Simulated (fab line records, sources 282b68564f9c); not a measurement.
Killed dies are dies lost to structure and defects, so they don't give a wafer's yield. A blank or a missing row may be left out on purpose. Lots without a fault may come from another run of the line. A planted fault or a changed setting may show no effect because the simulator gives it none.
fab line records | flow rit_cmos
record lots=7 wafers=21 last_day=6
route steps=202 shown NSD@138 PSD@142 SDANNEAL@153 M1@202
lots that met no fault: from a run of the same line without faults
start_h: hours from the record's first day to the start of the lot's first wafer shown | wait_h: hours since the lot's step before | " the same as in the row above | L1.1+2: a row that stands for several wafers | - no value, or no start given | * or withheld: withheld | < > ~ a bound
route shown NAME@n: a module of which the file shows steps, and the number in the route of the first | usual: mean/standard deviation of fault-free wafers | same: alike in all rows | chamber/n: place in a boat | sites: the reading at each site | _std_site: their standard deviation | _edge_site: outer sites' mean less inner sites' | radius_mm: how far each site lies from the wafer's centre | mask NAME#n: copy n | behind: the tool/chamber that last shaped the wafer | hold: why the lot was held/for how many hours/how that ended | device: the transistor (n, p or np) that didn't switch | end of line: the same wafers' tests at the end of the route | a step without rows: its recipe alone | killed: dies lost to structure and defects at the first sort, not the wafer's yield | map: a wafer's dies, x killed, . not, _ none there
set.NAME: the setting as run; set.NAME@STEP: as run at that earlier step | model.NAME: the simulator's own value behind a step, which no gauge read
lots at some steps of the route; a table a step, a row a wafer
services: from which hour (start_h, from the record's first day; less than 0 if before it) a tool's chamber was out of use, for how many hours, and why
## steps
# step RIT_NSD_HARDBAKE_07
# recipe resist=NOVOLAK temp_c=140 time_s=60
# step RIT_NSD_IMPLANT_08
# recipe species=P energy_kev=25 dose_cm2=1e+15 tilt_deg=7
# step RIT_NSD_STRIP_09
# recipe chemistry=O2 time_s=180 resist=NOVOLAK platen_temp_c=withheld power_w=500 pressure_mtorr=4000 o2_flow_sccm=4000
# usual drypump_motor_current_A=6.0/0.38 rf_refl_power_W=6.7/1.2
# columns lot.wafer tool chamber start_h wait_h drypump_motor_current_A rf_hours_counter_h rf_refl_power_W
L225.1 plasma_asher-04 1 55.26 0.1 6.7 43 8.2
L225.3 " 0 " " 6.3 - 5.6
L225.5 " 0 " " 6.3 - 5.8
L230.2 plasma_asher-03 0 78.15 0.1 6.0 43 5.0
L230.4 " 1 " " 5.7 - 7.7
L230.5 " 1 " " 5.7 - 7.7
L231.2 plasma_asher-01 1 85.00 0.1 5.6 26 6.5
L231.3 " 0 " " 5.6 - 6.9
L231.6 " 0 " " 5.6 - 6.9
L232.1 plasma_asher-03 1 92.29 0.1 5.7 45 7.5
L232.2 " 0 " " 6.0 45 4.9
L232.6 " 0 " " 6.0 - 5.1
L234.3 plasma_asher-03 1 105.56 0.1 5.7 - 7.6
L234.4 " 0 " " 6.0 - 4.9
L234.5 " 1 " " 5.7 - 7.5
L235.2 plasma_asher-04 0 112.76 0.1 6.3 47 5.6
L235.3 " 0 " " 6.3 - 5.7
L235.6 " 0 " " 6.3 - 5.5
L240.1 plasma_asher-03 0 136.89 0.1 6.0 50 5.0
L240.3 " 1 " " 5.7 - 7.5
L240.5 " 1 " " 5.7 - 7.4
# step RIT_NSD_TW_MEAS_10
# usual NSD_TW=3100/27
# columns lot.wafer tool chamber start_h wait_h NSD_TW
L225.1 film_metro-02 - 55.44 0.1 3073
L225.3 " - " " 3080
L225.5 " - " " 3078
L230.2 film_metro-03 - 78.33 0.1 3113
L230.4 " - " " 3135
L230.5 " - " " 3155
L231.2 film_metro-02 - 85.19 0.1 3066
L231.3 " - " " 3080
L231.6 " - " " 3067
L232.1 film_metro-02 - 92.46 0.1 3091
L232.2 " - " " 3083
L232.6 " - " " 3083
L234.3 film_metro-03 - 105.69 0.1 3158
L234.4 " - " " 3154
L234.5 " - " " 3164
L235.2 film_metro-02 - 112.95 0.1 3062
L235.3 " - " " 3066
L235.6 " - " " 3082
L240.1 film_metro-02 - 137.07 0.1 3101
L240.3 " - " " 3087
L240.5 " - " " 3075
# step RIT_PSD_HMDS_00
# recipe prime_time_s=60 prime_temp_c=140
# step RIT_PSD_COAT_01
# recipe resist=NOVOLAK spin_rpm=3250 resist_thk_nm=1000
# step RIT_PSD_SOFTBAKE_02
# recipe resist=NOVOLAK temp_c=90 time_s=60
# step RIT_PSD_EXPOSE_03
# recipe mask_id=M10 na=0.57 target_cd_nm=40900 dose_mj=250
# step RIT_PSD_PEB_04
# recipe resist=NOVOLAK temp_c=withheld time_s=withheld
# step RIT_PSD_DEVELOP_05
# recipe resist=NOVOLAK develop_time_s=50 dev_temp_c=23
# step RIT_PSD_OVL_MEAS_06
# usual PSD_OVL=-0.7/1.5
# columns lot.wafer tool chamber start_h wait_h PSD_OVL[nm]
L225.1 overlay-02 - 56.35 - -1.9
L225.3 " - " " -0.7
L225.5 " - " " -0.2
L230.2 overlay-01 - 79.36 - 1.6
L230.4 " - " " 2.1
L230.5 " - " " 2.4
L231.2 overlay-02 - 86.09 - -0.1
L231.3 " - " " -0.1
L231.6 " - " " 0.2
L232.1 overlay-02 - 93.37 - -1.5
L232.2 " - " " -2.4
L232.6 " - " " -0.8
L234.3 overlay-01 - 106.72 - 0.0
L234.4 " - " " -0.6
L234.5 " - " " -0.4
L235.2 overlay-02 - 114.05 - 1.3
L235.3 " - " " 0.4
L235.6 " - " " -1.6
L240.1 overlay-02 - 138.10 - -0.6
L240.3 " - " " -0.6
L240.5 " - " " -0.7
# step RIT_PSD_HARDBAKE_07
# recipe resist=NOVOLAK temp_c=140 time_s=60
# step RIT_PSD_IMPLANT_08
# recipe species=BF2 energy_kev=27 dose_cm2=5e+15 tilt_deg=7
# usual beam_energy_keV=27.000/0.0089
# same implant_ion_amu=49
# columns lot.wafer tool chamber start_h wait_h beam_energy_keV
L225.1 implanter-01 0 56.53 0.1 27.004
L225.3 " 0 " " 26.996
L225.5 " 0 " " 26.979
L230.2 implanter-03 0 79.57 0.1 26.997
L230.4 " 0 " " 27.009
L230.5 " 0 " " 26.997
L231.2 implanter-01 0 86.30 0.1 26.990
L231.3 " 0 " " 27.005
L231.6 " 0 " " 27.006
L232.1 implanter-03 0 93.56 0.1 27.013
L232.2 " 0 " " 27.005
L232.6 " 0 " " 27.008
L234.3 implanter-03 0 106.94 0.1 27.013
L234.4 " 0 " " 26.991
L234.5 " 0 " " 26.995
L234.3 implanter-03 0 107.26 0.3 26.999
L234.4 " 0 " " 27.000
L234.5 " 0 " " 27.003
L235.2 implanter-04 0 114.40 0.1 27.001
L235.3 " 0 " " 26.988
L235.6 " 0 " " 26.997
L235.2 implanter-04 0 114.72 0.3 27.007
L235.3 " 0 " " 27.005
L235.6 " 0 " " 27.010
L240.1 implanter-04 0 138.29 0.1 26.995
L240.3 " 0 " " 26.992
L240.5 " 0 " " 26.995
L240.1 implanter-04 0 138.61 0.3 27.011
L240.3 " 0 " " 27.011
L240.5 " 0 " " 26.998
# step RIT_PSD_STRIP_09
# recipe chemistry=O2 time_s=180 resist=NOVOLAK platen_temp_c=withheld power_w=500 pressure_mtorr=4000 o2_flow_sccm=4000
# usual drypump_motor_current_A=5.70/0.26 rf_refl_power_W=6.9/0.97
# columns lot.wafer tool chamber start_h wait_h drypump_motor_current_A rf_hours_counter_h rf_refl_power_W
L225.1 plasma_asher-02 1 56.68 0.1 5.28 42 7.7
L225.3 " 1 " " 5.26 - 7.7
L225.5 " 1 " " 5.26 - 7.7
L230.2 plasma_asher-03 1 79.69 0.1 5.68 43 7.6
L230.4 " 1 " " 5.68 - 7.5
L230.5 " 0 " " 6.03 - 4.9
L231.2 plasma_asher-01 1 86.42 0.1 5.66 27 6.3
L231.3 " 1 " " 5.63 - 6.1
L231.6 " 0 " " 5.58 - 7.0
L232.1 plasma_asher-01 0 93.71 0.1 5.64 27 7.1
L232.2 " 1 " " 5.66 27 6.6
L232.6 " 0 " " 5.63 - 7.1
L234.3 plasma_asher-02 1 107.42 0.1 5.26 - 7.8
L234.4 " 0 " " 6.07 - 7.9
L234.5 " 0 " " 6.06 - 7.7
L235.2 plasma_asher-01 0 114.84 0.1 5.63 30 7.1
L235.3 " 0 " " 5.63 - 7.1
L235.6 " 1 " " 5.65 - 6.5
L240.1 plasma_asher-02 1 138.76 0.1 5.26 2 7.8
L240.3 " 1 " " 5.22 - 7.8
L240.5 " 0 " " 6.05 - 8.1
# step RIT_PSD_TW_MEAS_10
# usual PSD_TW=3417/31
# columns lot.wafer tool chamber start_h wait_h PSD_TW
L225.1 film_metro-01 - 56.86 0.1 3408
L225.3 " - " " 3408
L225.5 " - " " 3397
L230.2 film_metro-03 - 79.88 0.1 3446
L230.4 " - " " 3452
L230.5 " - " " 3435
L231.2 film_metro-02 - 86.61 0.1 3385
L231.3 " - " " 3359
L231.6 " - " " 3378
L232.1 film_metro-03 - 93.89 0.1 3429
L232.2 " - " " 3432
L232.6 " - " " 3443
L234.3 film_metro-03 - 107.55 0.1 3632
L234.4 " - " " 3628
L234.5 " - " " 3624
L235.2 film_metro-01 - 115.13 0.2 3547
L235.3 " - " " 3574
L235.6 " - " " 3544
L240.1 film_metro-03 - 138.93 0.1 3581
L240.3 " - " " 3583
L240.5 " - " " 3589
# step RIT_SDANNEAL_CLEAN_00
# recipe chemistry=SC1 mix=3:3:50 time_s=600 temp_c=75
# step RIT_SDANNEAL_CLEAN_01
# recipe chemistry=dHF dilution=50:1 time_s=30
# step RIT_SDANNEAL_CLEAN_02
# recipe chemistry=SC2 mix=3:3:50 time_s=600 temp_c=75 dry=n2_spin
# step RIT_SDANNEAL_RTA_03
# recipe temp_c=1050 time_s=5 idle_temp_c=600 ramp_up_c_per_s=342 ramp_down_c_per_s=171 cool_to_c=600 ambient=N2
# usual ramp_down_c_per_s=171.00/0.031 wafer_temp_C_max=1053.5/1.1
# columns lot.wafer tool chamber start_h wait_h ramp_down_c_per_s wafer_temp_C_max
L225.1 rtp_anneal-02 0 57.28 0.0 171.01 1052.9
L225.3 " 0 " " 171.00 1053.9
L225.5 " 0 " " 171.05 1053.7
L230.2 rtp_anneal-01 0 80.31 0.0 170.97 1054.2
L230.4 " 0 " " 171.01 1053.8
L230.5 " 0 " " 171.01 1055.8
L231.2 rtp_anneal-02 0 87.04 0.0 171.01 1054.4
L231.3 " 0 " " 171.00 1053.8
L231.6 " 0 " " 171.00 1052.8
L232.1 rtp_anneal-01 0 94.34 0.0 170.96 1054.2
L232.2 " 0 " " 170.98 1051.6
L232.6 " 0 " " 171.02 1053.2
L234.3 rtp_anneal-01 0 108.06 0.0 171.06 1051.6
L234.4 " 0 " " 171.02 1054.9
L234.5 " 0 " " 171.02 1053.7
L235.2 rtp_anneal-02 0 115.56 0.0 171.02 1052.4
L235.3 " 0 " " 170.99 1052.5
L235.6 " 0 " " 171.02 1051.7
L240.1 rtp_anneal-01 0 139.37 0.0 171.00 1052.7
L240.3 " 0 " " 170.95 1052.5
L240.5 " 0 " " 170.97 1056.1
# step RIT_SDANNEAL_RS_MEAS_04
# recipe thk_meas_gauge=four-point-probe
# usual PSD_RS=115.90/0.29
# columns lot.wafer tool chamber start_h wait_h PSD_RS[ohm/sq]
L225.1 film_metro-03 - 57.34 0.0 115.48
L225.3 " - " " 115.53
L225.5 " - " " 115.53
L230.2 film_metro-03 - 80.43 0.1 116.00
L230.4 " - " " 115.43
L230.5 " - " " 115.61
L231.2 film_metro-02 - 87.10 0.1 115.90
L231.3 " - " " 115.90
L231.6 " - " " 116.09
L232.1 film_metro-02 - 94.46 0.1 116.04
L232.2 " - " " 116.09
L232.6 " - " " 116.08
L234.3 film_metro-02 - 108.14 0.1 107.76
L234.4 " - " " 107.81
L234.5 " - " " 107.68
L235.2 film_metro-03 - 115.62 0.1 107.33
L235.3 " - " " 107.53
L235.6 " - " " 107.32
L240.1 film_metro-03 - 139.43 0.0 107.85
L240.3 " - " " 107.28
L240.5 " - " " 107.48
# step RIT_SDANNEAL_RS_MEAS_05
# recipe thk_meas_gauge=four-point-probe
# usual NSD_RS=84.50/0.28
# columns lot.wafer tool chamber start_h wait_h NSD_RS[ohm/sq]
L225.1 film_metro-03 - 57.46 0.1 84.80
L225.3 " - " " 84.57
L225.5 " - " " 84.36
L230.2 film_metro-03 - 80.55 0.1 84.46
L230.4 " - " " 84.24
L230.5 " - " " 84.49
L231.2 film_metro-02 - 87.22 0.1 84.11
L231.3 " - " " 84.29
L231.6 " - " " 84.10
L232.1 film_metro-02 - 94.58 0.1 84.21
L232.2 " - " " 84.41
L232.6 " - " " 84.55
L234.3 film_metro-02 - 108.26 0.1 84.19
L234.4 " - " " 84.42
L234.5 " - " " 83.83
L235.2 film_metro-03 - 115.74 0.1 84.35
L235.3 " - " " 84.63
L235.6 " - " " 84.59
L240.1 film_metro-03 - 139.55 0.1 84.22
L240.3 " - " " 84.37
L240.5 " - " " 84.69
# step RIT_M1_PROBE_99
# usual killed_at_front_end=7/3.1 killed_dies=7/3.1 killed_open=3.3/2 killed_short=3.6/1.9
# same gross_dies=264 killed_at_M0_to_M3=0 killed_at_M4_up=0 killed_at_back_side=0 killed_at_contacts=0 killed_at_other=0
# columns lot.wafer tool chamber start_h wait_h killed_at_front_end killed_dies killed_open killed_short
L225.1 prober-01 - 64.58 0.1 4 4 3 1
L225.3 prober-01 - 64.68 0.2 5 5 1 4
L225.5 prober-01 - 64.78 0.2 5 5 3 2
L230.2 prober-02 - 88.11 0.1 9 9 5 4
L230.4 prober-02 - 88.21 0.2 12 12 7 5
L230.5 prober-02 - 88.26 0.2 7 7 3 4
L231.2 prober-01 - 94.68 0.1 5 5 4 1
L231.3 prober-01 - 94.73 0.2 7 7 3 4
L231.6 prober-01 - 94.88 0.2 4 4 2 2
L232.1 prober-02 - 102.26 0.1 4 4 2 2
L232.2 prober-02 - 102.31 0.1 4 4 2 2
L232.6 prober-02 - 102.51 0.2 11 11 7 4
L234.3 prober-02 - 115.97 0.2 7 7 3 4
L234.4 prober-02 - 116.02 0.2 10 10 5 5
L234.5 prober-02 - 116.07 0.2 7 7 4 3
L235.2 prober-01 - 123.18 0.1 0 0 0 0
L235.3 prober-01 - 123.23 0.2 11 11 8 3
L235.6 prober-01 - 123.38 0.2 4 4 4 0
L240.1 prober-02 - 147.75 0.1 5 5 3 2
L240.3 prober-02 - 147.85 0.2 4 4 2 2
L240.5 prober-02 - 147.95 0.2 5 5 4 1
# killed by level:class
L225.1 SILICIDE:geometric_particle:open=2 FOX1:geometric_particle:short=1 GATE:geometric_particle:open=1
L225.3 GATE:geometric_particle:short=3 FOX2:geometric_particle:short=1 SILICIDE:geometric_particle:open=1
L225.5 REOX:geometric_particle:open=2 FOX1:geometric_particle:open=1 REOX:geometric_particle:short=1 SPACER:geometric_particle:short=1
L230.2 GATE:geometric_particle:open=2 GATE:geometric_particle:short=2 SPACER:geometric_particle:open=2 FOX1:geometric_particle:short=1 FOX1:geometric_particle:open=1 SPACER:geometric_particle:short=1
L230.4 SPACER:geometric_particle:open=3 FOX2:geometric_particle:open=2 GATE:geometric_particle:open=2 SPACER:geometric_particle:short=2 FOX1:geometric_particle:short=1 FOX2:geometric_particle:short=1 GATE:geometric_particle:short=1
L230.5 GATE:geometric_particle:open=2 SPACER:geometric_particle:short=2 FOX2:geometric_particle:open=1 GATE:geometric_particle:short=1 SILICIDE:geometric_particle:short=1
L231.2 FOX2:geometric_particle:open=1 GATE:geometric_particle:open=1 SPACER:geometric_particle:open=1 SPACER:geometric_particle:short=1 SILICIDE:geometric_particle:open=1
L231.3 SPACER:geometric_particle:short=2 GATE:geometric_particle:short=1 GATE:geometric_particle:open=1 SPACER:geometric_particle:open=1 SILICIDE:geometric_particle:short=1 SILICIDE:geometric_particle:open=1
L231.6 FOX1:geometric_particle:open=2 GATE:geometric_particle:short=1 SPACER:geometric_particle:short=1
L232.1 GATE:geometric_particle:short=1 REOX:geometric_particle:open=1 SPACER:geometric_particle:open=1 SILICIDE:geometric_particle:short=1
L232.2 GATE:geometric_particle:short=2 FOX2:geometric_particle:open=1 SILICIDE:geometric_particle:open=1
L232.6 SILICIDE:geometric_particle:open=4 REOX:geometric_particle:short=2 FOX1:geometric_particle:short=1 FOX1:geometric_particle:open=1 GATE:geometric_particle:short=1 GATE:geometric_particle:open=1 SPACER:geometric_particle:open=1
L234.3 GATE:geometric_particle:short=3 GATE:geometric_particle:open=2 REOX:geometric_particle:short=1 REOX:geometric_particle:open=1
L234.4 GATE:geometric_particle:open=4 GATE:geometric_particle:short=3 FOX1:geometric_particle:short=1 REOX:geometric_particle:short=1 SILICIDE:geometric_particle:open=1
L234.5 REOX:geometric_particle:short=2 SPACER:geometric_particle:open=2 FOX2:geometric_particle:open=1 GATE:geometric_particle:short=1 GATE:geometric_particle:open=1
L235.3 REOX:geometric_particle:open=3 GATE:geometric_particle:open=2 SILICIDE:geometric_particle:open=2 SILICIDE:geometric_particle:short=2 FOX1:geometric_particle:open=1 GATE:geometric_particle:short=1
L235.6 SILICIDE:geometric_particle:open=2 FOX1:geometric_particle:open=1 REOX:geometric_particle:open=1
L240.1 GATE:geometric_particle:open=2 FOX2:geometric_particle:short=1 REOX:geometric_particle:short=1 SILICIDE:geometric_particle:open=1
L240.3 FOX1:geometric_particle:open=1 FOX2:geometric_particle:short=1 GATE:geometric_particle:open=1 SPACER:geometric_particle:short=1
L240.5 REOX:geometric_particle:open=2 GATE:geometric_particle:open=1 GATE:geometric_particle:short=1 SILICIDE:geometric_particle:open=1
## services
# columns tool chamber start_h hours kind
plasma_asher-01 - 50.84 2.4 repair
plasma_asher-04 - 82.67 4.3 pm
plasma_asher-03 - 92.75 3.4 repair
implanter-04 - 99.05 1.7 repair
plasma_asher-04 - 100.14 10.0 pm
plasma_asher-01 - 102.78 0.8 repair
implanter-04 - 107.57 3.0 repair
plasma_asher-02 - 108.75 9.0 pm
plasma_asher-02 0 108.75 9.0 vent_cycle
plasma_asher-02 1 108.75 9.0 vent_cycle
implanter-03 - 113.26 1.9 repair
plasma_asher-02 0 117.75 - clean
plasma_asher-02 1 117.75 - clean
## key
first_sign step=RIT_PSD_IMPLANT_08 reading=visit direction=added
effect step=RIT_PSD_TW_MEAS_10 reading=PSD_TW direction=up sigmas=5.5 usual=3417 struck=3589
effect step=RIT_SDANNEAL_RS_MEAS_04 reading=PSD_RS direction=down sigmas=29 usual=115.90 struck=107.56
met_at RIT_PSD_IMPLANT_08
struck_wafers L234.3,L234.4,L234.5,L235.2,L235.3,L235.6,L240.1,L240.3,L240.5
tester_left_out L234,L235,L240
fault kind=repeated_step_whole tool=implanter-01,implanter-03,implanter-04 chamber=- onset_h=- steps=RIT_PSD_IMPLANT_08 times=1 scope=struck_lots_only
# tester_left_out: of these lots the tester's yield and bins aren't shown, on N5 and GAA mostly nor the transistor test; their killed dies are dies lost to structure and defects alone, not to doping, threshold or leakage, so they don't give the yield
